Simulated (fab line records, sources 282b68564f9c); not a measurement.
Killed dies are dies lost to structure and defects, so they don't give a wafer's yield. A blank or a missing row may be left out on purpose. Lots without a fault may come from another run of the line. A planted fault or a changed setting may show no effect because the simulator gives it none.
fab line records | flow rit_cmos
record lots=6 wafers=18 last_day=6
route steps=202 shown PLDD@116 SPACER@125
lots that met no fault: from a run of the same line without faults
start_h: hours from the record's first day to the start of the lot's first wafer shown | wait_h: hours since the lot's step before | " the same as in the row above | L1.1+2: a row that stands for several wafers | - no value, or no start given | * or withheld: withheld | < > ~ a bound
route shown NAME@n: a module of which the file shows steps, and the number in the route of the first | usual: mean/standard deviation of fault-free wafers | same: alike in all rows | chamber/n: place in a boat | sites: the reading at each site | _std_site: their standard deviation | _edge_site: outer sites' mean less inner sites' | radius_mm: how far each site lies from the wafer's centre | mask NAME#n: copy n | behind: the tool/chamber that last shaped the wafer | hold: why the lot was held/for how many hours/how that ended | device: the transistor (n, p or np) that didn't switch | end of line: the same wafers' tests at the end of the route | a step without rows: its recipe alone | killed: dies lost to structure and defects at the first sort, not the wafer's yield | map: a wafer's dies, x killed, . not, _ none there
set.NAME: the setting as run; set.NAME@STEP: as run at that earlier step | model.NAME: the simulator's own value behind a step, which no gauge read
lots at some steps of the route; a table a step, a row a wafer
services: from which hour (start_h, from the record's first day; less than 0 if before it) a tool's chamber was out of use, for how many hours, and why
## steps
# step RIT_PLDD_SOFTBAKE_02
# recipe resist=NOVOLAK temp_c=90 time_s=60
# step RIT_PLDD_EXPOSE_03
# recipe mask_id=M8 na=0.57 target_cd_nm=40900 dose_mj=250
# step RIT_PLDD_PEB_04
# recipe resist=NOVOLAK temp_c=withheld time_s=withheld
# step RIT_PLDD_DEVELOP_05
# recipe resist=NOVOLAK develop_time_s=50 dev_temp_c=23
# step RIT_PLDD_OVL_MEAS_06
# usual PLDD_OVL=-0.4/1.4
# columns lot.wafer tool chamber start_h wait_h PLDD_OVL[nm]
L374.1 overlay-01 - 59.45 - 1.3
L374.2 " - " " -1.6
L374.4 " - " " 1.3
L375.1 overlay-02 - 65.50 - 0.0
L375.3 " - " " -0.2
L375.5 " - " " 0.1
L379.1 overlay-02 - 81.93 - 0.5
L379.2 " - " " 0.8
L379.6 " - " " 1.1
L381.1 overlay-02 - 88.82 - -1.8
L381.2 " - " " -1.2
L381.5 " - " " -1.5
L383.2 overlay-02 - 94.37 - 1.0
L383.3 " - " " -0.6
L383.6 " - " " 0.3
L389.1 overlay-02 - 119.78 - -1.3
L389.4 " - " " -0.8
L389.5 " - " " -1.2
# step RIT_PLDD_HARDBAKE_07
# recipe resist=NOVOLAK temp_c=140 time_s=60
# step RIT_PLDD_IMPLANT_08
# recipe species=BF2 energy_kev=20 dose_cm2=9e+14 tilt_deg=7
# step RIT_PLDD_STRIP_09
# recipe chemistry=O2 time_s=180 resist=NOVOLAK platen_temp_c=withheld power_w=500 pressure_mtorr=4000 o2_flow_sccm=4000
# usual drypump_motor_current_A=6.0/0.35
# columns lot.wafer tool chamber start_h wait_h drypump_motor_current_A rf_hours_counter_h
L374.1 plasma_asher-03 1 59.79 0.1 6.0 38
L374.2 " 0 " " 5.7 38
L374.4 " 0 " " 5.6 -
L375.1 plasma_asher-03 0 65.84 0.1 5.7 39
L375.3 " 1 " " 6.0 -
L375.5 " 0 " " 5.7 -
L379.1 plasma_asher-03 1 82.27 0.1 6.0 41
L379.2 " 0 " " 5.7 41
L379.6 " 0 " " 5.7 -
L381.1 plasma_asher-02 1 89.15 0.1 5.7 31
L381.2 " 0 " " 6.3 31
L381.5 " 0 " " 6.3 -
L383.2 plasma_asher-02 0 94.82 0.1 6.3 32
L383.3 " 0 " " 6.3 -
L383.6 " 1 " " 5.7 -
L389.1 plasma_asher-03 0 120.13 0.1 5.7 47
L389.4 " 0 " " 5.7 -
L389.5 " 0 " " 5.7 -
# step RIT_PLDD_TW_MEAS_10
# usual PLDD_TW=2351/27
# columns lot.wafer tool chamber start_h wait_h PLDD_TW
L374.1 film_metro-03 - 59.96 0.1 2395
L374.2 " - " " 2384
L374.4 " - " " 2380
L375.1 film_metro-03 - 66.01 0.1 2373
L375.3 " - " " 2382
L375.5 " - " " 2392
L379.1 film_metro-04 - 82.44 0.1 2362
L379.2 " - " " 2364
L379.6 " - " " 2360
L381.1 film_metro-03 - 89.33 0.1 2375
L381.2 " - " " 2363
L381.5 " - " " 2378
L383.2 film_metro-03 - 95.00 0.1 2365
L383.3 " - " " 2373
L383.6 " - " " 2370
L389.1 film_metro-04 - 120.30 0.1 2324
L389.4 " - " " 2336
L389.5 " - " " 2331
# step RIT_SPACER_CLEAN_00
# recipe chemistry=SC1 mix=3:3:50 time_s=600 temp_c=75
# step RIT_SPACER_CLEAN_01
# recipe chemistry=dHF dilution=50:1 time_s=30
# step RIT_SPACER_CLEAN_02
# recipe chemistry=SC2 mix=3:3:50 time_s=600 temp_c=75 dry=n2_spin
# step RIT_SPACER_CVD_03
# recipe material=Si3N4 target_thk_nm=250 temp_c=810 precursor=SiH2Cl2/NH3 time_s=3300 pressure_mtorr=300 sih2cl2_flow_sccm=60 nh3_flow_sccm=150
# columns lot.wafer tool chamber start_h wait_h model.Si3N4_of_SPACER_CVD_03.thk_nm
L374.1 lpcvd-02 0 60.41 0.0 245.5
L374.2 " 0 " " 246.7
L374.4 " 0 " " 248.4
L375.1 lpcvd-01 1 66.47 0.0 252.2
L375.3 " 1 " " 251.7
L375.5 " 1 " " 250.3
L379.1 lpcvd-01 0 82.87 0.0 322.2
L379.2 " 0 " " 324.9
L379.6 " 0 " " 327.7
L381.1 lpcvd-02 1 89.77 0.0 251.2
L381.2 " 1 " " 252.6
L381.5 " 1 " " 249.7
L383.2 lpcvd-01 0 95.86 0.0 323.6
L383.3 " 0 " " 322.3
L383.6 " 0 " " 324.9
L389.1 lpcvd-02 0 120.74 0.0 248.5
L389.4 " 0 " " 250.8
L389.5 " 0 " " 249.7
# step RIT_SPACER_THK_MEAS_04
# recipe reads=Si3N4_of_SPACER_CVD_03
# usual SPACER_NITRIDE_THK=249.9/2.4
# columns lot.wafer tool chamber start_h wait_h SPACER_NITRIDE_THK[nm]
L374.1 film_metro-02 - 62.32 0.0 245.4
L374.2 " - " " 246.5
L374.4 " - " " 248.6
L375.1 film_metro-03 - 68.39 0.0 252.4
L375.3 " - " " 251.5
L375.5 " - " " 250.4
L379.1 film_metro-04 - 84.79 0.0 322.1
L379.2 " - " " 324.8
L379.6 " - " " 327.8
L381.1 film_metro-02 - 91.69 0.0 251.2
L381.2 " - " " 252.7
L381.5 " - " " 249.6
L383.2 film_metro-03 - 97.79 0.0 323.6
L383.3 " - " " 322.8
L383.6 " - " " 324.7
L389.1 film_metro-02 - 122.66 0.0 248.4
L389.4 " - " " 250.7
L389.5 " - " " 249.7
# step RIT_SPACER_ETCHBACK_05
# recipe target_depth_a=2500 SF6_flow_sccm=30 CHF3_flow_sccm=30 target=Si3N4 chemistry=SF6/CHF3 pressure_mtorr=40 rf_w=250 time_s=240 stop_on=SiO2
# usual drypump_motor_current_A=5.6/0.5 oes_product_au=0.851/0.011 throttle_valve_pct=10.29/0.1
# columns lot.wafer tool chamber start_h wait_h drypump_motor_current_A oes_product_au rf_hours_counter_h throttle_valve_pct model.etch.depth_nm model.Si3N4_of_SPACER_CVD_03.thk_nm
L374.1 rie_diel-04 3 62.38 0.1 5.9 0.845 143 10.28 245.5 192.1
L374.2 " 0 " " 5.7 0.866 3 10.17 246.7 194.4
L374.4 " 1 " " 6.6 0.851 40 10.24 248.4 195
L375.1 rie_diel-04 0 68.45 0.1 5.7 0.866 3 10.18 252.2 198.1
L375.3 " 2 " " 5.4 0.834 145 10.27 251.7 197.8
L375.5 " 3 " " 5.9 0.848 - 10.27 250.3 195.8
L379.1 rie_diel-02 0 84.85 0.1 5.3 1.009 4 10.29 314.2 252.2
L379.2 " 3 " " 5.0 1.018 118 10.25 316.1 253.9
L379.6 " 0 " " 5.3 1.010 - 10.28 313.3 256.7
L381.1 rie_diel-03 2 91.75 0.1 5.9 0.860 49 10.44 251.2 197.2
L381.2 " 3 " " 4.8 0.859 1 10.31 252.6 199.5
L381.5 " 2 " " 5.8 0.859 - 10.41 249.7 196
L383.2 rie_diel-03 0 97.84 0.0 5.6 1.001 131 10.50 310.5 254.1
L383.3 " 3 " " 4.8 0.994 1 10.36 309.1 253.4
L383.6 " 2 " " 5.8 1.026 - 10.49 315.5 254
L389.1 rie_diel-03 0 122.72 0.1 5.7 0.869 132 10.43 248.5 194.9
L389.4 " 1 " " 6.2 0.834 79 10.21 250.8 196.3
L389.5 " 3 " " 4.8 0.852 - 10.32 249.7 196.8
## services
# columns tool chamber start_h hours kind
plasma_asher-03 - 43.92 2.2 repair
lpcvd-02 - 45.15 2.8 pm
rie_diel-03 3 45.29 - clean
rie_diel-03 3 45.29 21.4 scheduled_down
rie_diel-03 3 45.29 21.4 vent_cycle
rie_diel-04 0 54.08 5.1 repair
rie_diel-02 1 62.14 - clean
rie_diel-02 1 62.14 24.4 scheduled_down
rie_diel-02 1 62.14 24.4 vent_cycle
rie_diel-02 2 63.92 9.9 repair
rie_diel-04 1 74.42 8.0 repair
rie_diel-03 - 85.52 0.1 repair
rie_diel-02 3 91.86 8.2 repair
rie_diel-03 - 93.43 0.5 repair
rie_diel-04 - 118.41 14.6 pm
## key
first_sign step=RIT_SPACER_THK_MEAS_04 reading=SPACER_NITRIDE_THK direction=up sigmas=32 usual=249.9 struck=324.3
effect step=RIT_SPACER_ETCHBACK_05 reading=oes_product_au direction=up sigmas=14 usual=0.851 struck=1.010
model_effect step=RIT_SPACER_CVD_03 value=Si3N4_of_SPACER_CVD_03.thk_nm without=247.8 struck=324.3
model_effect step=RIT_SPACER_ETCHBACK_05 value=etch.depth_nm without=247.8 struck=313.1
met_at RIT_SPACER_CVD_03
struck_wafers L379.1,L379.2,L379.6,L383.2,L383.3,L383.6
later_rows_left_out L379.1,L379.2,L379.6,L383.2,L383.3,L383.6
sort_left_out L379.1,L379.2,L379.6,L383.2,L383.3,L383.6
tester_left_out L379,L383
fault kind=process_parameter_drift tool=lpcvd-01 chamber=0 onset_h=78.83 steps=RIT_SPACER_CVD_03 channel=target_thk_nm offset=76.493 shape=step end_h=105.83 acts_in=these_recipes_only stated=250
# tester_left_out: of these lots the tester's yield and bins aren't shown, on N5 and GAA mostly nor the transistor test; their killed dies are dies lost to structure and defects alone, not to doping, threshold or leakage, so they don't give the yield
# sort_left_out: the simulated sort isn't trusted on such a fault, so these wafers' sort isn't shown, and their yield isn't known
# later_rows_left_out: the simulator's readings of these wafers behind a module that went badly wrong aren't trusted and aren't shown, but for the sort
